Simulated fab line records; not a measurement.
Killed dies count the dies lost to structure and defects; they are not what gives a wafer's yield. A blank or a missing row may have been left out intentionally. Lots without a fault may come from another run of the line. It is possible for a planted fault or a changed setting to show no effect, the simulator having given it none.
A lot that was struck, set against a sound lot | flow rit_cmos | 26 out of 202 route steps
Sound: wafers L670.1, L670.5, L670.6. Struck: wafer L675.1 (left out: L675.3, L675.4 of the same lot, which were not struck); the cause appears at the end.
For every step that has rows: the tool of each side, followed by ch and its chambers, followed by its first start. Under that, the readings that differ: sound wafers | struck wafers | difference of the means | sigmas: that difference in standard deviations of wafers without a fault.
alike: a reading whose means differ by less than 2 such deviations, as well as words and numbers matching on both sides. not compared: withheld readings; readings where some wafer has no value; bounds like >300 that might hide an equal value; numbers whose values overlap and for which the record gives no deviation.
Wherever a step has rows on one side only, a row that says differs or no value, or a row with sigmas, the two part there. Non-overlapping numbers with no deviation appear without sigmas and do not part them. A reading missing from all wafers of one side parts the sides only when that side holds two or more wafers.

first, 4 steps without rows for these wafers: RIT_CONTACT_SOFTBAKE_04 (time 60 s); RIT_CONTACT_EXPOSE_05 (exposes mask M11, target cd 1000 nm); RIT_CONTACT_PEB_06; RIT_CONTACT_DEVELOP_07 (develop time 120 s).
RIT_CONTACT_CD_MEAS_08: the cd target is 1000 nm.
  sound on cd_sem-02 at day 3 05:08; struck on cd_sem-02 at day 4 06:22
  alike: cd_nm
RIT_CONTACT_OVL_MEAS_09:
  sound on overlay-02 at day 3 05:16; struck on overlay-02 at day 4 06:29
  alike: CONTACT_OVL
then, 1 step without rows for these wafers: RIT_CONTACT_HARDBAKE_10 (time 60 s).
RIT_CONTACT_ETCH_11: etches SiO2 in CHF3/CF4/Ar, stops on TiSi2, target depth 480 nm, time 320 s.
  sound on rie_diel-01 ch 0,1,2, day 3 05:26; struck on rie_diel-01 ch 0, day 4 06:40
  alike: drypump_motor_current_A, oes_product_au, throttle_valve_pct
  not compared: rf_hours_counter_h
RIT_CONTACT_STRIP_12: strips in O2, time 180 s.
  sound on plasma_asher-01 ch 0,1, day 3 05:38; struck on plasma_asher-01 ch 1, day 4 06:52
  alike: drypump_motor_current_A, o2_flow_sccm
  not compared: rf_hours_counter_h
RIT_CONTACT_CD_MEAS_90: the cd target is 1000 nm.
  sound on cd_sem-01 at day 3 05:49; struck on cd_sem-01 at day 4 07:02
  alike: cd_nm
then, 2 steps without rows for these wafers: RIT_CONTACT_CLEAN_13 (cleans in SC1, time 600 s); RIT_CONTACT_CLEAN_14 (cleans in SC2, time 600 s).
RIT_M1_SPUTTER_00: material Al, target thk 400 nm, time 500 s.
  sound on pvd_sputter-03 at day 3 06:17; struck on pvd_sputter-02 at day 4 07:42
  reading                               | sound             | struck | difference | sigmas
  model.Al_of_M1_SPUTTER_00.thk_nm (nm) | 401.3 399.4 396.5 | 221.9  | -177.2     |
  alike: throttle_valve_pct
RIT_M1_RS_MEAS_01: measurement is done with a four-point probe.
  sound on film_metro-03 at day 3 06:35; struck on film_metro-01 at day 4 08:17
  reading           | sound                | struck | difference | sigmas
  M1_AL_RS (ohm/sq) | 0.0732 0.0734 0.0739 | 0.1356 | +0.0621    | +71
  not compared: hold
RIT_M1_THK_MEAS_02: measures by xrf.
  sound on film_metro-03 at day 3 06:42; struck on film_metro-01 at day 4 10:35
  reading        | sound       | struck | difference | sigmas
  M1_AL_THK (nm) | 407 406 401 | 224    | -181       | -33
  not compared: hold
then, 5 steps without rows for these wafers: RIT_M1_COAT_04 (resist thk 1300 nm); RIT_M1_SOFTBAKE_05 (time 60 s); RIT_M1_EXPOSE_06 (exposes mask M12, target cd 2600 nm); RIT_M1_PEB_07; RIT_M1_DEVELOP_08 (develop time 68 s).
RIT_M1_CD_MEAS_09: the cd target is 2600 nm.
  sound on cd_sem-02 at day 3 07:38; struck on cd_sem-02 at day 4 15:10
  alike: cd_nm
RIT_M1_OVL_MEAS_10:
  sound on overlay-01 at day 3 07:46; struck on overlay-01 at day 4 15:17
  alike: M1_OVL
then, 1 step without rows for these wafers: RIT_M1_HARDBAKE_11 (time 120 s).
RIT_M1_METAL_ETCH_12: etches Al in Cl2/BCl3, stops on SiO2, time 165 s, target depth 600 nm.
  sound on rie_metal-02 ch 0,1, day 3 08:02; struck on rie_metal-02 ch 1, day 4 15:34
  reading               | sound             | struck | difference | sigmas
  oes_product_au (a.u.) | 0.798 0.797 0.779 | 0.582  | -0.209     | -15
  alike: drypump_motor_current_A, mfc_cl2_sccm, throttle_valve_pct
  not compared: rf_hours_counter_h
then, 1 step without rows for these wafers: RIT_M1_STRIP_13 (strips in nmp, time 600 s).
RIT_M1_PROBE_99:
  sound on prober-01 at day 3 10:18; struck on prober-02 at day 4 20:34
  reading | sound | struck                   | difference                   | sigmas
  hold    | - - - | await_dispo/2.4h/release | no value on the sound wafers |
  alike: defect_limited_yield, killed_at_front_end, killed_dies, killed_open, killed_short, sort_bin_3_pad_short, sort_bin_5_function, sort_bin_6_memory, sort_n_pass, sort_yield_pct

== WHERE THEY PART ==
Earliest at RIT_M1_RS_MEAS_01; latest, in this record, at RIT_M1_PROBE_99.

WHY: what the simulator had put in
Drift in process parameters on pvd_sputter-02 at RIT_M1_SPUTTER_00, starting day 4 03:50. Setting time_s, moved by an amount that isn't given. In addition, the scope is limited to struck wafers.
